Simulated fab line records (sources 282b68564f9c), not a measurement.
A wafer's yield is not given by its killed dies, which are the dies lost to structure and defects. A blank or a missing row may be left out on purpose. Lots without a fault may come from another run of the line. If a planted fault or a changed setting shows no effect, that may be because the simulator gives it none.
fab line records :: flow ritCmos
record
  lots=14
  wafers=42
  lastDay=8
route steps=202 shown FOX1@20
lots untouched by any fault: they come from a run of this same line in which no faults occurred
startH: hours from the record's first day to the start of the lot's first wafer shown :: waitH: hours from the lot's prior step to this one :: " unchanged from the row above :: L1.1+2: a row that stands for several wafers :: - no value, or no start given :: * or withheld: withheld :: < > ~ a bound
route shown NAME@n: a module of which the file shows steps, and the number in the route of the first :: usual: mean and standard deviation over wafers with no fault :: same: alike in all rows :: chamber/n: place in a boat :: sites: each site's reading :: _std_site: the values' standard deviation :: _edge_site: outer sites' mean less inner sites' :: radiusMm: how far each site lies from the wafer's centre :: mask NAME#n: copy n :: behind: the tool/chamber that last shaped the wafer :: hold: what put the lot on hold/how long, in hours/how the hold closed :: device: which transistor (n, p or np) failed to switch :: end of line: tests run on the same wafers once the route is complete :: a step with no rows: only its recipe :: killed: count of dies lost to structure and defects at first sort (not the wafer's yield) :: map: a wafer's dies, marking killed ones x, the rest . and places with no die _
set.NAME: setting as actually run; set.NAME@STEP: the setting as run at that earlier step :: model.NAME: the simulator's own value behind a step, which no gauge read
a sample of lots followed through the steps of the route, with each step as a table and each wafer as a row
services: a tool's chamber out of use, with start hour (startH, from the record's first day; less than 0 if before it), hours out, and reason
## steps
# step RIT_FOX1_OXIDATION_00
# recipe
  tempC=1100
  ambient=H2O
  targetThkA=3507
  pH2oTorr=720
  oxTimeS=1130
# usual
  spikeTcCentreC=1103.5/1.2
  spikeTcLoadC=1128.2/1.8
  spikeTcSourceC=1124.0/2.8
  tubeCenterTempC=1100/0.098
  tube_center_temp_C_max=1102.8/0.42
lot.wafer: L310.1
tool: furnace-03
chamber: 0
startH: 15.94
waitH: 0.0
spikeTcCentreC: 1103.8
spikeTcLoadC: 1129.5
spikeTcSourceC: 1122.7
tubeCenterTempC: 1100.1
tube_center_temp_C_max: 1102.7

lot.wafer: L310.3
tool: furnace-03
chamber: 0
startH: 15.94
waitH: 0.0
spikeTcCentreC: 1103.4
spikeTcLoadC: 1129.7
spikeTcSourceC: 1121.2
tubeCenterTempC: 1100.1
tube_center_temp_C_max: 1103.0

lot.wafer: L310.6
tool: furnace-03
chamber: 0
startH: 15.94
waitH: 0.0
spikeTcCentreC: 1103.7
spikeTcLoadC: 1130.2
spikeTcSourceC: 1120.3
tubeCenterTempC: 1100
tube_center_temp_C_max: 1102.3

lot.wafer: L311.2
tool: furnace-04
chamber: 0
startH: 23.25
waitH: 2.1
spikeTcCentreC: 1104.0
spikeTcLoadC: 1128.0
spikeTcSourceC: 1126.7
tubeCenterTempC: 1100.1
tube_center_temp_C_max: 1103.3

lot.wafer: L311.3
tool: furnace-04
chamber: 0
startH: 23.25
waitH: 2.1
spikeTcCentreC: 1104.8
spikeTcLoadC: 1128.0
spikeTcSourceC: 1126.6
tubeCenterTempC: 1100.1
tube_center_temp_C_max: 1103.8

lot.wafer: L311.6
tool: furnace-04
chamber: 0
startH: 23.25
waitH: 2.1
spikeTcCentreC: 1104.0
spikeTcLoadC: 1127.3
spikeTcSourceC: 1126.8
tubeCenterTempC: 1100.1
tube_center_temp_C_max: 1102.5

lot.wafer: L314.2
tool: furnace-03
chamber: 0
startH: 40.56
waitH: 2.9
spikeTcCentreC: 1102.9
spikeTcLoadC: 1128.2
spikeTcSourceC: 1121.0
tubeCenterTempC: 1099.9
tube_center_temp_C_max: 1103.9

lot.wafer: L314.4
tool: furnace-03
chamber: 0
startH: 40.56
waitH: 2.9
spikeTcCentreC: 1102.0
spikeTcLoadC: 1128.7
spikeTcSourceC: 1121.7
tubeCenterTempC: 1100.1
tube_center_temp_C_max: 1103.1

lot.wafer: L314.5
tool: furnace-03
chamber: 0
startH: 40.56
waitH: 2.9
spikeTcCentreC: 1104.5
spikeTcLoadC: 1129.4
spikeTcSourceC: 1122.0
tubeCenterTempC: 1100
tube_center_temp_C_max: 1102.8

lot.wafer: L315.3
tool: furnace-03
chamber: 0
startH: 44.88
waitH: 1.6
spikeTcCentreC: 1102.3
spikeTcLoadC: 1129.2
spikeTcSourceC: 1121.1
tubeCenterTempC: 1100
tube_center_temp_C_max: 1102.1

lot.wafer: L315.4
tool: furnace-03
chamber: 0
startH: 44.88
waitH: 1.6
spikeTcCentreC: 1103.7
spikeTcLoadC: 1128.8
spikeTcSourceC: 1121.0
tubeCenterTempC: 1100
tube_center_temp_C_max: 1102.6

lot.wafer: L315.6
tool: furnace-03
chamber: 0
startH: 44.88
waitH: 1.6
spikeTcCentreC: 1103.0
spikeTcLoadC: 1130.8
spikeTcSourceC: 1121.0
tubeCenterTempC: 1100.1
tube_center_temp_C_max: 1102.4

lot.wafer: L316.2
tool: furnace-03
chamber: 0
startH: 50.93
waitH: 3.0
spikeTcCentreC: 1103.1
spikeTcLoadC: 1130.7
spikeTcSourceC: 1121.0
tubeCenterTempC: 1100
tube_center_temp_C_max: 1102.7

lot.wafer: L316.5
tool: furnace-03
chamber: 0
startH: 50.93
waitH: 3.0
spikeTcCentreC: 1103.3
spikeTcLoadC: 1129.7
spikeTcSourceC: 1121.6
tubeCenterTempC: 1099.9
tube_center_temp_C_max: 1102.7

lot.wafer: L316.6
tool: furnace-03
chamber: 0
startH: 50.93
waitH: 3.0
spikeTcCentreC: 1102.6
spikeTcLoadC: 1130.4
spikeTcSourceC: 1119.7
tubeCenterTempC: 1100.1
tube_center_temp_C_max: 1102.1

lot.wafer: L317.1
tool: furnace-01
chamber: 0
startH: 57.05
waitH: 1.7
spikeTcCentreC: 1104.0
spikeTcLoadC: 1126.7
spikeTcSourceC: 1126.4
tubeCenterTempC: 1100
tube_center_temp_C_max: 1104.0

lot.wafer: L317.2
tool: furnace-01
chamber: 0
startH: 57.05
waitH: 1.7
spikeTcCentreC: 1102.7
spikeTcLoadC: 1126.8
spikeTcSourceC: 1124.2
tubeCenterTempC: 1099.9
tube_center_temp_C_max: 1103.5

lot.wafer: L317.3
tool: furnace-01
chamber: 0
startH: 57.05
waitH: 1.7
spikeTcCentreC: 1104.0
spikeTcLoadC: 1123.8
spikeTcSourceC: 1123.6
tubeCenterTempC: 1100
tube_center_temp_C_max: 1103.1

lot.wafer: L318.2
tool: furnace-03
chamber: 0
startH: 57.57
waitH: 0.1
spikeTcCentreC: 1102.8
spikeTcLoadC: 1129.8
spikeTcSourceC: 1121.5
tubeCenterTempC: 1100.1
tube_center_temp_C_max: 1102.6

lot.wafer: L318.3
tool: furnace-03
chamber: 0
startH: 57.57
waitH: 0.1
spikeTcCentreC: 1100.8
spikeTcLoadC: 1127.5
spikeTcSourceC: 1120.4
tubeCenterTempC: 1100.1
tube_center_temp_C_max: 1102.5

lot.wafer: L318.6
tool: furnace-03
chamber: 0
startH: 57.57
waitH: 0.1
spikeTcCentreC: 1102.9
spikeTcLoadC: 1129.3
spikeTcSourceC: 1122.6
tubeCenterTempC: 1100
tube_center_temp_C_max: 1102.8

lot.wafer: L323.2
tool: furnace-03
chamber: 0
startH: 84.20
waitH: 0.9
spikeTcCentreC: 1102.9
spikeTcLoadC: 1130.1
spikeTcSourceC: 1120.0
tubeCenterTempC: 1100
tube_center_temp_C_max: 1102.3

lot.wafer: L323.3
tool: furnace-03
chamber: 0
startH: 84.20
waitH: 0.9
spikeTcCentreC: 1103.5
spikeTcLoadC: 1129.7
spikeTcSourceC: 1121.1
tubeCenterTempC: 1100
tube_center_temp_C_max: 1102.9

lot.wafer: L323.5
tool: furnace-03
chamber: 0
startH: 84.20
waitH: 0.9
spikeTcCentreC: 1105.2
spikeTcLoadC: 1128.8
spikeTcSourceC: 1121.3
tubeCenterTempC: 1100
tube_center_temp_C_max: 1103.3

lot.wafer: L325.1
tool: furnace-04
chamber: 0
startH: 93.65
waitH: 0.0
spikeTcCentreC: 1103.0
spikeTcLoadC: 1128.1
spikeTcSourceC: 1124.6
tubeCenterTempC: 1100
tube_center_temp_C_max: 1102.3

lot.wafer: L325.3
tool: furnace-04
chamber: 0
startH: 93.65
waitH: 0.0
spikeTcCentreC: 1104.6
spikeTcLoadC: 1127.7
spikeTcSourceC: 1126.9
tubeCenterTempC: 1099.8
tube_center_temp_C_max: 1102.4

lot.wafer: L325.5
tool: furnace-04
chamber: 0
startH: 93.65
waitH: 0.0
spikeTcCentreC: 1103.7
spikeTcLoadC: 1128.9
spikeTcSourceC: 1126.3
tubeCenterTempC: 1099.8
tube_center_temp_C_max: 1103.5

lot.wafer: L326.4
tool: furnace-04
chamber: 0
startH: 97.30
waitH: 0.1
spikeTcCentreC: 1128.5
spikeTcLoadC: 1154.9
spikeTcSourceC: 1151.6
tubeCenterTempC: 1124.9
tube_center_temp_C_max: 1127.4

lot.wafer: L326.5
tool: furnace-04
chamber: 0
startH: 97.30
waitH: 0.1
spikeTcCentreC: 1129.4
spikeTcLoadC: 1151.8
spikeTcSourceC: 1151.4
tubeCenterTempC: 1125
tube_center_temp_C_max: 1127.4

lot.wafer: L326.6
tool: furnace-04
chamber: 0
startH: 97.30
waitH: 0.1
spikeTcCentreC: 1129.6
spikeTcLoadC: 1153.1
spikeTcSourceC: 1152.2
tubeCenterTempC: 1125
tube_center_temp_C_max: 1128.1

lot.wafer: L328.2
tool: furnace-04
chamber: 0
startH: 107.58
waitH: 1.0
spikeTcCentreC: 1130.0
spikeTcLoadC: 1153.4
spikeTcSourceC: 1154.2
tubeCenterTempC: 1125
tube_center_temp_C_max: 1127.4

lot.wafer: L328.3
tool: furnace-04
chamber: 0
startH: 107.58
waitH: 1.0
spikeTcCentreC: 1131.7
spikeTcLoadC: 1153.5
spikeTcSourceC: 1152.7
tubeCenterTempC: 1125.1
tube_center_temp_C_max: 1128.0

lot.wafer: L328.4
tool: furnace-04
chamber: 0
startH: 107.58
waitH: 1.0
spikeTcCentreC: 1130.8
spikeTcLoadC: 1152.5
spikeTcSourceC: 1151.1
tubeCenterTempC: 1125
tube_center_temp_C_max: 1128.4

lot.wafer: L329.1
tool: furnace-03
chamber: 0
startH: 111.22
waitH: 0.2
spikeTcCentreC: 1102.1
spikeTcLoadC: 1130.4
spikeTcSourceC: 1123.2
tubeCenterTempC: 1100
tube_center_temp_C_max: 1102.3

lot.wafer: L329.3
tool: furnace-03
chamber: 0
startH: 111.22
waitH: 0.2
spikeTcCentreC: 1103.6
spikeTcLoadC: 1131.5
spikeTcSourceC: 1122.4
tubeCenterTempC: 1099.9
tube_center_temp_C_max: 1103.3

lot.wafer: L329.6
tool: furnace-03
chamber: 0
startH: 111.22
waitH: 0.2
spikeTcCentreC: 1104.3
spikeTcLoadC: 1130.8
spikeTcSourceC: 1120.5
tubeCenterTempC: 1100.1
tube_center_temp_C_max: 1102.4

lot.wafer: L331.2
tool: furnace-01
chamber: 0
startH: 121.93
waitH: 0.8
spikeTcCentreC: 1102.0
spikeTcLoadC: 1126.8
spikeTcSourceC: 1126.8
tubeCenterTempC: 1100.1
tube_center_temp_C_max: 1102.9

lot.wafer: L331.4
tool: furnace-01
chamber: 0
startH: 121.93
waitH: 0.8
spikeTcCentreC: 1100.3
spikeTcLoadC: 1125.9
spikeTcSourceC: 1124.2
tubeCenterTempC: 1099.8
tube_center_temp_C_max: 1103.0

lot.wafer: L331.5
tool: furnace-01
chamber: 0
startH: 121.93
waitH: 0.8
spikeTcCentreC: 1103.7
spikeTcLoadC: 1126.6
spikeTcSourceC: 1123.8
tubeCenterTempC: 1100.1
tube_center_temp_C_max: 1102.8

lot.wafer: L333.2
tool: furnace-03
chamber: 0
startH: 134.21
waitH: 1.7
spikeTcCentreC: 1104.4
spikeTcLoadC: 1132.7
spikeTcSourceC: 1122.5
tubeCenterTempC: 1100
tube_center_temp_C_max: 1103.4

lot.wafer: L333.3
tool: furnace-03
chamber: 0
startH: 134.21
waitH: 1.7
spikeTcCentreC: 1103.2
spikeTcLoadC: 1127.2
spikeTcSourceC: 1121.8
tubeCenterTempC: 1100.2
tube_center_temp_C_max: 1102.7

lot.wafer: L333.6
tool: furnace-03
chamber: 0
startH: 134.21
waitH: 1.7
spikeTcCentreC: 1103.4
spikeTcLoadC: 1130.1
spikeTcSourceC: 1120.6
tubeCenterTempC: 1100
tube_center_temp_C_max: 1103.0
# step RIT_FOX1_THK_MEAS_01
# recipe
  reads=SiO2_of_FOX1_OXIDATION_00
# usual
  FOX1_OXIDE_THK=354/7
lot.wafer: L310.1
tool: filmMetro-02
chamber: -
startH: 17.25
waitH: 0.0
FOX1_OXIDE_THK[nm]: 353

lot.wafer: L310.3
tool: filmMetro-02
chamber: -
startH: 17.25
waitH: 0.0
FOX1_OXIDE_THK[nm]: 355

lot.wafer: L310.6
tool: filmMetro-02
chamber: -
startH: 17.25
waitH: 0.0
FOX1_OXIDE_THK[nm]: 361

lot.wafer: L311.2
tool: filmMetro-04
chamber: -
startH: 24.57
waitH: 0.0
FOX1_OXIDE_THK[nm]: 346

lot.wafer: L311.3
tool: filmMetro-04
chamber: -
startH: 24.57
waitH: 0.0
FOX1_OXIDE_THK[nm]: 346

lot.wafer: L311.6
tool: filmMetro-04
chamber: -
startH: 24.57
waitH: 0.0
FOX1_OXIDE_THK[nm]: 349

lot.wafer: L314.2
tool: filmMetro-02
chamber: -
startH: 41.88
waitH: 0.0
FOX1_OXIDE_THK[nm]: 345

lot.wafer: L314.4
tool: filmMetro-02
chamber: -
startH: 41.88
waitH: 0.0
FOX1_OXIDE_THK[nm]: 345

lot.wafer: L314.5
tool: filmMetro-02
chamber: -
startH: 41.88
waitH: 0.0
FOX1_OXIDE_THK[nm]: 342

lot.wafer: L315.3
tool: filmMetro-01
chamber: -
startH: 46.21
waitH: 0.0
FOX1_OXIDE_THK[nm]: 346

lot.wafer: L315.4
tool: filmMetro-01
chamber: -
startH: 46.21
waitH: 0.0
FOX1_OXIDE_THK[nm]: 347

lot.wafer: L315.6
tool: filmMetro-01
chamber: -
startH: 46.21
waitH: 0.0
FOX1_OXIDE_THK[nm]: 348

lot.wafer: L316.2
tool: filmMetro-04
chamber: -
startH: 52.25
waitH: 0.0
FOX1_OXIDE_THK[nm]: 366

lot.wafer: L316.5
tool: filmMetro-04
chamber: -
startH: 52.25
waitH: 0.0
FOX1_OXIDE_THK[nm]: 363

lot.wafer: L316.6
tool: filmMetro-04
chamber: -
startH: 52.25
waitH: 0.0
FOX1_OXIDE_THK[nm]: 363

lot.wafer: L317.1
tool: filmMetro-04
chamber: -
startH: 58.37
waitH: 0.0
FOX1_OXIDE_THK[nm]: 338

lot.wafer: L317.2
tool: filmMetro-04
chamber: -
startH: 58.37
waitH: 0.0
FOX1_OXIDE_THK[nm]: 347

lot.wafer: L317.3
tool: filmMetro-04
chamber: -
startH: 58.37
waitH: 0.0
FOX1_OXIDE_THK[nm]: 337

lot.wafer: L318.2
tool: filmMetro-04
chamber: -
startH: 58.90
waitH: 0.0
FOX1_OXIDE_THK[nm]: 354

lot.wafer: L318.3
tool: filmMetro-04
chamber: -
startH: 58.90
waitH: 0.0
FOX1_OXIDE_THK[nm]: 354

lot.wafer: L318.6
tool: filmMetro-04
chamber: -
startH: 58.90
waitH: 0.0
FOX1_OXIDE_THK[nm]: 358

lot.wafer: L323.2
tool: filmMetro-04
chamber: -
startH: 85.53
waitH: 0.0
FOX1_OXIDE_THK[nm]: 355

lot.wafer: L323.3
tool: filmMetro-04
chamber: -
startH: 85.53
waitH: 0.0
FOX1_OXIDE_THK[nm]: 362

lot.wafer: L323.5
tool: filmMetro-04
chamber: -
startH: 85.53
waitH: 0.0
FOX1_OXIDE_THK[nm]: 362

lot.wafer: L325.1
tool: filmMetro-02
chamber: -
startH: 94.96
waitH: 0.0
FOX1_OXIDE_THK[nm]: 362

lot.wafer: L325.3
tool: filmMetro-02
chamber: -
startH: 94.96
waitH: 0.0
FOX1_OXIDE_THK[nm]: 354

lot.wafer: L325.5
tool: filmMetro-02
chamber: -
startH: 94.96
waitH: 0.0
FOX1_OXIDE_THK[nm]: 354

lot.wafer: L326.4
tool: filmMetro-04
chamber: -
startH: 98.65
waitH: 0.0
FOX1_OXIDE_THK[nm]: 387

lot.wafer: L326.5
tool: filmMetro-04
chamber: -
startH: 98.65
waitH: 0.0
FOX1_OXIDE_THK[nm]: 390

lot.wafer: L326.6
tool: filmMetro-04
chamber: -
startH: 98.65
waitH: 0.0
FOX1_OXIDE_THK[nm]: 390

lot.wafer: L328.2
tool: filmMetro-04
chamber: -
startH: 108.91
waitH: 0.0
FOX1_OXIDE_THK[nm]: 403

lot.wafer: L328.3
tool: filmMetro-04
chamber: -
startH: 108.91
waitH: 0.0
FOX1_OXIDE_THK[nm]: 401

lot.wafer: L328.4
tool: filmMetro-04
chamber: -
startH: 108.91
waitH: 0.0
FOX1_OXIDE_THK[nm]: 401

lot.wafer: L329.1
tool: filmMetro-01
chamber: -
startH: 112.54
waitH: 0.0
FOX1_OXIDE_THK[nm]: 358

lot.wafer: L329.3
tool: filmMetro-01
chamber: -
startH: 112.54
waitH: 0.0
FOX1_OXIDE_THK[nm]: 361

lot.wafer: L329.6
tool: filmMetro-01
chamber: -
startH: 112.54
waitH: 0.0
FOX1_OXIDE_THK[nm]: 356

lot.wafer: L331.2
tool: filmMetro-04
chamber: -
startH: 123.25
waitH: 0.0
FOX1_OXIDE_THK[nm]: 354

lot.wafer: L331.4
tool: filmMetro-04
chamber: -
startH: 123.25
waitH: 0.0
FOX1_OXIDE_THK[nm]: 352

lot.wafer: L331.5
tool: filmMetro-04
chamber: -
startH: 123.25
waitH: 0.0
FOX1_OXIDE_THK[nm]: 342

lot.wafer: L333.2
tool: filmMetro-01
chamber: -
startH: 135.53
waitH: 0.0
FOX1_OXIDE_THK[nm]: 354

lot.wafer: L333.3
tool: filmMetro-01
chamber: -
startH: 135.53
waitH: 0.0
FOX1_OXIDE_THK[nm]: 354

lot.wafer: L333.6
tool: filmMetro-01
chamber: -
startH: 135.53
waitH: 0.0
FOX1_OXIDE_THK[nm]: 358
## services
tool: furnace-03
chamber: -
startH: 4.94
hours: 4.8
kind: pm

tool: furnace-03
chamber: -
startH: 65.29
hours: 9.2
kind: pm

tool: furnace-01
chamber: -
startH: 131.19
hours: 3.8
kind: pm
## key
firstSign
  step=RIT_FOX1_OXIDATION_00
  reading=tubeCenterTempC
  direction=up
  sigmas=99+
  usual=*
  struck=*
effect
  step=RIT_FOX1_OXIDATION_00
  reading=tube_center_temp_C_max
  direction=up
  sigmas=59
  usual=*
  struck=*
effect
  step=RIT_FOX1_THK_MEAS_01
  reading=FOX1_OXIDE_THK
  direction=up
  sigmas=6
  usual=354
  struck=395
metAt RIT_FOX1_OXIDATION_00
struckLots L326,L328
testerLeftOut L326,L328
onsetBetween 93.65 97.30
fault
  kind=processParameterDrift
  tool=furnace-04
  chamber=-
  onsetH=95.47
  steps=RIT_FOX1_OXIDATION_00
  channel=tempC
  offset=*
  shape=step
  endH=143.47
  actsIn=*
  stated=*
# testerLeftOut: of these lots the tester's yield and bins aren't shown, on N5 and GAA mostly nor the transistor test; their killed dies are dies lost to structure and defects alone, not to doping, threshold or leakage, so they don't give the yield
